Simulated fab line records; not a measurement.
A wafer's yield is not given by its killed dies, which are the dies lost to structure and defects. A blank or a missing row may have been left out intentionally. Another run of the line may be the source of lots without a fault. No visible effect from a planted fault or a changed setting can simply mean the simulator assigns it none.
fab line records	flow berkeleyCmos170
record: lots: 5	wafers: 23
route steps=331 shown V2@292 M3@322
startH: hours from the record's first day to the start of the lot's first wafer shown	waitH: time in hours since the lot's previous step	" the same as in the row above	L1.1+2: several wafers, shown together as one row	- no value, or no start was given	* or withheld: withheld	< > ~ a bound
route shown NAME@n: NAME is a module with steps in the file, n the number in the route of the first one	usual: mean/standard deviation of fault-free wafers	same: alike in all rows	chamber/n: place in a boat	sites: per-site readings	_std_site: the standard deviation of these	_edge_site: mean of outer sites minus mean of inner sites	radiusMm: for every site, how far away it sits from the centre of the wafer	mask NAME#n: copy n	behind: tool/chamber where the wafer was last shaped	hold: why the lot went on hold/how many hours it stayed there/how the hold came to an end	device: the n, p or np transistor that did not switch	end of line: the route-end tests of the same wafers	where a step has no rows: the recipe by itself	killed: dies lost to structure and defects at the first sort, not the wafer's yield	map: dies across one wafer; x = killed, . = not, _ = none there
set.NAME: the run value of the setting; set.NAME@STEP: its run value at that earlier step	model.NAME: the simulator's own value behind a step, which no gauge read
lots whose settings were changed on purpose; a table a step, a row a wafer
== steps ==
step: UCB170_V2_CVD_00
recipe: material: SiO2	targetThkNm: 2000	tempC: 390	precursor: TEOS/O2	timeS: 250	rfW: 550	pressureMtorr: 9000
lot.wafer	tool	chamber	startH	waitH	set.timeS	model.SiO2_of_V2_CVD_00.thkNm
L074.2+3	pecvd-03	2,0	186.00	0.1	250	1984
L074.4	"	0	"	"	250	1989
L074.5	"	2	"	"	250	2044
L074.6	"	1	"	"	250	2023
L078.1	pecvd-02	1	207.74	0.1	285.1	2263
L078.3	"	0	"	"	250	1964
L078.4	"	1	"	"	250	2025
L078.5	"	0	"	"	250	2027
L078.6	"	2	"	"	285.1	2279
L081.1	pecvd-02	1	217.53	0.1	250	1998
L081.3	"	2	"	"	250	1978
L081.4	"	2	"	"	250	2029
L084.1	pecvd-02	1	243.27	0.1	230.6	1835
L084.2	"	2	"	"	250	1986
L084.3	"	0	"	"	250	1980
L084.5	"	0	"	"	230.6	1886
L084.6	"	2	"	"	250	2013
L085.1+3	pecvd-03	0,2	244.59	0.1	250	1979
L085.4	"	1	"	"	250	1989
L085.5	"	2	"	"	250	2028
L085.6	"	0	"	"	250	2016
step: UCB170_V2_THK_MEAS_01
recipe: reads: SiO2_of_V2_CVD_00
usual: V2_TEOS_THK: 2004/24
lot.wafer	tool	chamber	startH	waitH	set.timeS@V2_CVD_00	V2_TEOS_THK[nm]
L074.2	filmMetro-01	-	186.17	0.1	250	1986
L074.3	"	-	"	"	250	1983
L074.4	"	-	"	"	250	1988
L074.5	"	-	"	"	250	2044
L074.6	"	-	"	"	250	2023
L078.1	filmMetro-03	-	207.90	0.1	285.1	2263
L078.3	"	-	"	"	250	1964
L078.4	"	-	"	"	250	2025
L078.5	"	-	"	"	250	2027
L078.6	"	-	"	"	285.1	2279
L081.1	filmMetro-01	-	217.68	0.1	250	1998
L081.3	"	-	"	"	250	1978
L081.4	"	-	"	"	250	2031
L084.1	filmMetro-03	-	243.43	0.1	230.6	1835
L084.2	"	-	"	"	250	1985
L084.3	"	-	"	"	250	1981
L084.5	"	-	"	"	230.6	1887
L084.6	"	-	"	"	250	2014
L085.1	filmMetro-02	-	244.74	0.1	250	1978
L085.3	"	-	"	"	250	1981
L085.4	"	-	"	"	250	1990
L085.5	"	-	"	"	250	2029
L085.6	"	-	"	"	250	2016
step: UCB170_V2_PEB_10
recipe: pebTempC: 130	pebTimeS: withheld	resist: KrF
lot.wafer	tool	chamber	startH	waitH	set.pebTempC
L074.2+4	lithoTrack-03	0	187.97	0.6	130
L074.3+5+6	"	0	"	"	126.2
L078.1+3+4+5+6	lithoTrack-04	0	209.19	0.1	130
L081.1+3+4	lithoTrack-04	0	222.21	0.1	130
L084.1+5+6	lithoTrack-03	0	244.87	0.2	130
L084.2+3	"	0	"	"	133.1
L085.1+3+4	lithoTrack-03	0	246.64	0.4	130
L085.5+6	"	0	"	"	128.5
step: UCB170_V2_DEVELOP_11
recipe: developer: TMAH	developTimeS: 45	resist: KrF	devTempC: 21
step: UCB170_V2_CD_MEAS_12
recipe: targetCdNm: 700
usual: cdNm: 700.1/1.3
lot.wafer	tool	chamber	startH	waitH	set.pebTempC@V2_PEB_10	cdNm
L074.2	cdSem-01	-	188.24	-	130	701.2
L074.3	"	-	"	"	126.2	671.6
L074.4	"	-	"	"	130	702.1
L074.5	"	-	"	"	126.2	672.3
L074.6	"	-	"	"	126.2	672.2
L078.1	cdSem-01	-	209.46	-	130	699.5
L078.3	"	-	"	"	130	700.3
L078.4	"	-	"	"	130	700.4
L078.5	"	-	"	"	130	700.7
L078.6	"	-	"	"	130	700.5
L081.1	cdSem-01	-	222.48	-	130	697.7
L081.3	"	-	"	"	130	698.5
L081.4	"	-	"	"	130	699.0
L084.1	cdSem-02	-	245.15	-	130	700.6
L084.2	"	-	"	"	133.1	719.9
L084.3	"	-	"	"	133.1	720.1
L084.5	"	-	"	"	130	702.5
L084.6	"	-	"	"	130	702.7
L085.1	cdSem-02	-	246.91	-	130	699.1
L085.3	"	-	"	"	130	700.3
L085.4	"	-	"	"	130	698.8
L085.5	"	-	"	"	128.5	688.2
L085.6	"	-	"	"	128.5	689.9
step: UCB170_V2_ETCH_14
recipe: chemistry: CHF3/CF4/Ar	target: SiO2	stopOn: Al	CHF3_flow_sccm: 45	cf4FlowSccm: 15	Ar_flow_sccm: 150	pressureMtorr: 200	rfW: 700	targetDepthA: 12500	overEtchFrac: 0.25	timeS: 291
lot.wafer	tool	chamber	startH	waitH	set.pebTempC@V2_PEB_10	model.V2.cdNm
L074.2	rieDiel-02	3	188.38	0.0	130	701.2
L074.3	"	2	"	"	126.2	671.4
L074.4	"	1	"	"	130	702
L074.5+6	"	3,2	"	"	126.2	672.3
L078.1	rieDiel-01	3	209.62	0.0	130	699.7
L078.3	"	2	"	"	130	700.9
L078.4	"	0	"	"	130	700.7
L078.5	"	3	"	"	130	701.3
L078.6	"	0	"	"	130	701.2
L081.1	rieDiel-01	1	222.64	0.0	130	697.4
L081.3	"	0	"	"	130	698.2
L081.4	"	3	"	"	130	698.9
L084.1	rieDiel-01	1	245.31	0.0	130	701.3
L084.2	"	2	"	"	133.1	720.5
L084.3	"	3	"	"	133.1	719.8
L084.5	"	2	"	"	130	702.8
L084.6	"	1	"	"	130	702.6
L085.1	rieDiel-02	2	247.07	0.0	130	698.2
L085.3	"	3	"	"	130	700.5
L085.4	"	0	"	"	130	698.6
L085.5	"	1	"	"	128.5	687.2
L085.6	"	2	"	"	128.5	689.7
step: UCB170_V2_STRIP_15
recipe: chemistry: O2	powerW: 400	pressureMtorr: 3500	platenTempC: withheld	o2FlowSccm: 400	overashFraction: 0.5
usual: stripTimeToEndpointS: 15.28/0.086
lot.wafer	tool	chamber	startH	waitH	set.o2FlowSccm	stripTimeToEndpointS
L074.2	plasmaAsher-01	0	188.56	0.1	400	15.19
L074.3	"	1	"	"	400	15.24
L074.4	"	0	"	"	449.2	14.89
L074.5	"	0	"	"	449.2	14.90
L074.6	"	1	"	"	400	15.22
L078.1	plasmaAsher-04	1	209.80	0.1	400	15.28
L078.3	"	1	"	"	416.2	15.19
L078.4	"	0	"	"	416.2	15.22
L078.5	"	1	"	"	400	15.35
L078.6	"	0	"	"	416.2	15.14
L081.1	plasmaAsher-03	0	222.82	0.1	400	15.23
L081.3	"	1	"	"	400	15.35
L081.4	"	0	"	"	400	15.28
L084.1	plasmaAsher-03	1	245.48	0.1	417	15.23
L084.2	"	0	"	"	417	15.22
L084.3	"	1	"	"	400	15.28
L084.5	"	1	"	"	400	15.32
L084.6	"	0	"	"	400	15.14
L085.1	plasmaAsher-01	0	247.24	0.1	400	15.37
L085.3	"	0	"	"	400	15.40
L085.4	"	1	"	"	434.3	15.20
L085.5	"	0	"	"	434.3	15.15
L085.6	"	1	"	"	434.3	15.17
step: UCB170_V2_CD_MEAS_90
recipe: targetCdNm: 700
usual: cdNm: 700.2/1.4
lot.wafer	tool	chamber	startH	waitH	set.pebTempC@V2_PEB_10	cdNm
L074.2	cdSem-01	-	188.68	0.1	130	700.9
L074.3	"	-	"	"	126.2	671.6
L074.4	"	-	"	"	130	702.1
L074.5	"	-	"	"	126.2	672.5
L074.6	"	-	"	"	126.2	672.2
L078.1	cdSem-01	-	209.90	0.1	130	699.5
L078.3	"	-	"	"	130	701.0
L078.4	"	-	"	"	130	700.7
L078.5	"	-	"	"	130	701.2
L078.6	"	-	"	"	130	701.0
L081.1	cdSem-02	-	222.92	0.1	130	697.3
L081.3	"	-	"	"	130	698.1
L081.4	"	-	"	"	130	698.6
L084.1	cdSem-02	-	245.58	0.1	130	701.4
L084.2	"	-	"	"	133.1	720.5
L084.3	"	-	"	"	133.1	719.9
L084.5	"	-	"	"	130	703.1
L084.6	"	-	"	"	130	702.3
L085.1	cdSem-01	-	247.34	0.1	130	698.3
L085.3	"	-	"	"	130	700.5
L085.4	"	-	"	"	130	698.8
L085.5	"	-	"	"	128.5	687.2
L085.6	"	-	"	"	128.5	689.6
step: UCB170_M3_PEB_13
recipe: pebTempC: 130	pebTimeS: withheld	resist: KrF
lot.wafer	tool	chamber	startH	waitH	set.pebTempC
L074.2+5	lithoTrack-04	0	190.58	0.1	130
L074.3+4+6	"	0	"	"	131.8
L078.1+3+4+5+6	lithoTrack-04	0	212.63	0.5	130
L081.1+3+4	lithoTrack-04	0	225.24	0.4	130
L084.1+2+3	lithoTrack-04	0	248.78	0.8	130
L084.5+6	"	0	"	"	133.2
L085.1+3+4+5+6	lithoTrack-03	0	253.21	0.9	130
step: UCB170_M3_DEVELOP_14
recipe: developer: TMAH	developTimeS: 45	resist: KrF	devTempC: 21
step: UCB170_M3_CD_MEAS_15
recipe: targetCdNm: 700
usual: cdNm: 699.8/0.99
lot.wafer	tool	chamber	startH	waitH	set.pebTempC@M3_PEB_13	cdNm
L074.2	cdSem-02	-	190.85	-	130	699.9
L074.3	"	-	"	"	131.8	689.5
L074.4	"	-	"	"	131.8	689.7
L074.5	"	-	"	"	130	701.9
L074.6	"	-	"	"	131.8	689.9
L078.1	cdSem-01	-	212.91	-	130	697.8
L078.3	"	-	"	"	130	701.2
L078.4	"	-	"	"	130	699.9
L078.5	"	-	"	"	130	700.6
L078.6	"	-	"	"	130	698.6
L081.1	cdSem-02	-	225.51	-	130	700.2
L081.3	"	-	"	"	130	700.3
L081.4	"	-	"	"	130	698.7
L084.1	cdSem-01	-	249.06	-	130	699.6
L084.2	"	-	"	"	130	699.7
L084.3	"	-	"	"	130	700.5
L084.5	"	-	"	"	133.2	682.3
L084.6	"	-	"	"	133.2	680.7
L085.1	cdSem-01	-	253.49	-	130	701.2
L085.3	"	-	"	"	130	699.3
L085.4	"	-	"	"	130	700.2
L085.5	"	-	"	"	130	699.7
L085.6	"	-	"	"	130	699.6
step: UCB170_M3_ETCH_17
recipe: chemistry: N2/H2	targetDepthA: withheld	overetchA: withheld	target: BARC	timeS: withheld	sourceW: 500	biasW: 100	pressureMtorr: 30	n2FlowSccm: 100	h2FlowSccm: 200
lot.wafer	tool	chamber	startH	waitH	set.pebTempC@M3_PEB_13	model.M3.cdNm
L074.2	rieDiel-04	0	190.99	0.0	130	699.8
L074.3	"	2	"	"	131.8	689.3
L074.4	"	3	"	"	131.8	689.7
L074.5	"	0	"	"	130	701.1
L074.6	"	1	"	"	131.8	690.4
L078.1	rieDiel-01	2	213.06	0.0	130	698.2
L078.3	"	0	"	"	130	701.3
L078.4	"	3	"	"	130	699.9
L078.5	"	0	"	"	130	700
L078.6	"	1	"	"	130	698.8
L081.1	rieDiel-04	0	225.67	0.0	130	699.6
L081.3	"	2	"	"	130	700
L081.4	"	1	"	"	130	697.3
L084.1	rieDiel-04	1	249.21	0.0	130	699.7
L084.2	"	2	"	"	130	699.3
L084.3	"	0	"	"	130	700.1
L084.5	"	2	"	"	133.2	681.9
L084.6	"	3	"	"	133.2	680.9
L085.1	rieDiel-01	0	253.64	0.0	130	701.8
L085.3+6	"	2,3	"	"	130	699.6
L085.4	"	1	"	"	130	700.6
L085.5	"	2	"	"	130	700.7
step: UCB170_M3_METAL_ETCH_18
recipe: chemistry: Cl2/BCl3	target: Al	stopOn: SiO2	pressureMtorr: 11.69	targetDepthA: 11700	overEtchFrac: 0.3	timeS: 195	icpW: 600	biasW: 120	Cl2_flow_sccm: 90	bcl3FlowSccm: 45
lot.wafer	tool	chamber	startH	waitH	set.pebTempC@M3_PEB_13	model.M3.cdNm
L074.2	rieMetal-03	1	191.03	-	130	697.9
L074.3	"	1	"	"	131.8	687.5
L074.4	"	0	"	"	131.8	689.4
L074.5	"	1	"	"	130	699.1
L074.6	"	0	"	"	131.8	692.4
L078.1	rieMetal-04	1	213.10	-	130	697
L078.3	"	0	"	"	130	699.5
L078.4	"	1	"	"	130	698.8
L078.5	"	0	"	"	130	699
L078.6	"	1	"	"	130	697.4
L081.1	rieMetal-04	0	225.71	-	130	704.5
L081.3	"	1	"	"	130	701.3
L081.4	"	0	"	"	130	701.6
L084.1	rieMetal-03	1	249.26	-	130	700.2
L084.2	"	0	"	"	130	700.5
L084.3	"	0	"	"	130	699.8
L084.5	"	1	"	"	133.2	680.8
L084.6	"	0	"	"	133.2	681.8
L085.1	rieMetal-04	0	253.69	-	130	704.3
L085.3	"	0	"	"	130	702.8
L085.4	"	0	"	"	130	705.5
L085.5	"	0	"	"	130	703.5
L085.6	"	0	"	"	130	702
step: UCB170_M3_STRIP_19
recipe: chemistry: O2	powerW: 400	pressureMtorr: 3500	platenTempC: withheld	o2FlowSccm: 400	overashFraction: 0.5
step: UCB170_M3_CD_MEAS_90
recipe: targetCdNm: 700
usual: cdNm: 700.2/2
lot.wafer	tool	chamber	startH	waitH	set.pebTempC@M3_PEB_13	cdNm
L074.2	cdSem-01	-	191.34	0.1	130	698.1
L074.3	"	-	"	"	131.8	687.7
L074.4	"	-	"	"	131.8	689.4
L074.5	"	-	"	"	130	699.0
L074.6	"	-	"	"	131.8	692.3
L078.1	cdSem-01	-	213.39	0.1	130	697.2
L078.3	"	-	"	"	130	699.6
L078.4	"	-	"	"	130	698.9
L078.5	"	-	"	"	130	699.4
L078.6	"	-	"	"	130	697.4
L081.1	cdSem-01	-	226.00	0.1	130	704.3
L081.3	"	-	"	"	130	701.3
L081.4	"	-	"	"	130	701.2
L084.1	cdSem-01	-	249.54	0.1	130	700.4
L084.2	"	-	"	"	130	700.2
L084.3	"	-	"	"	130	699.6
L084.5	"	-	"	"	133.2	681.0
L084.6	"	-	"	"	133.2	681.7
L085.1	cdSem-02	-	254.31	0.1	130	704.1
L085.3	"	-	"	"	130	702.6
L085.4	"	-	"	"	130	705.5
L085.5	"	-	"	"	130	703.4
L085.6	"	-	"	"	130	702.3
== key ==
split: step: UCB170_V2_CVD_00	setting: timeS	stated: 250	by: wafer
response: step: UCB170_V2_CVD_00	reading: model.SiO2_of_V2_CVD_00.thkNm	change: +18.5	per: 1%	r: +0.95
response: step: UCB170_V2_THK_MEAS_01	reading: V2_TEOS_THK	change: +18.5	per: 1%	r: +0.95
split: step: UCB170_V2_PEB_10	setting: pebTempC	stated: 130	by: wafer
response: step: UCB170_V2_CD_MEAS_12	reading: cdNm	change: +9.1	per: 1%	r: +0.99
response: step: UCB170_V2_ETCH_14	reading: model.V2.cdNm	change: +9.09	per: 1%	r: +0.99
response: step: UCB170_V2_CD_MEAS_90	reading: cdNm	change: +9.08	per: 1%	r: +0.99
split: step: UCB170_V2_STRIP_15	setting: o2FlowSccm	stated: 400	by: wafer
response: step: UCB170_V2_STRIP_15	reading: stripTimeToEndpointS	change: *	per: 1%	r: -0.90
split: step: UCB170_M3_PEB_13	setting: pebTempC	stated: 130	by: wafer
response: step: UCB170_M3_CD_MEAS_15	reading: cdNm	change: -7.65	per: 1%	r: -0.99
response: step: UCB170_M3_ETCH_17	reading: model.M3.cdNm	change: -7.5	per: 1%	r: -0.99
response: step: UCB170_M3_METAL_ETCH_18	reading: model.M3.cdNm	change: -7.33	per: 1%	r: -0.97
response: step: UCB170_M3_CD_MEAS_90	reading: cdNm	change: -7.3	per: 1%	r: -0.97
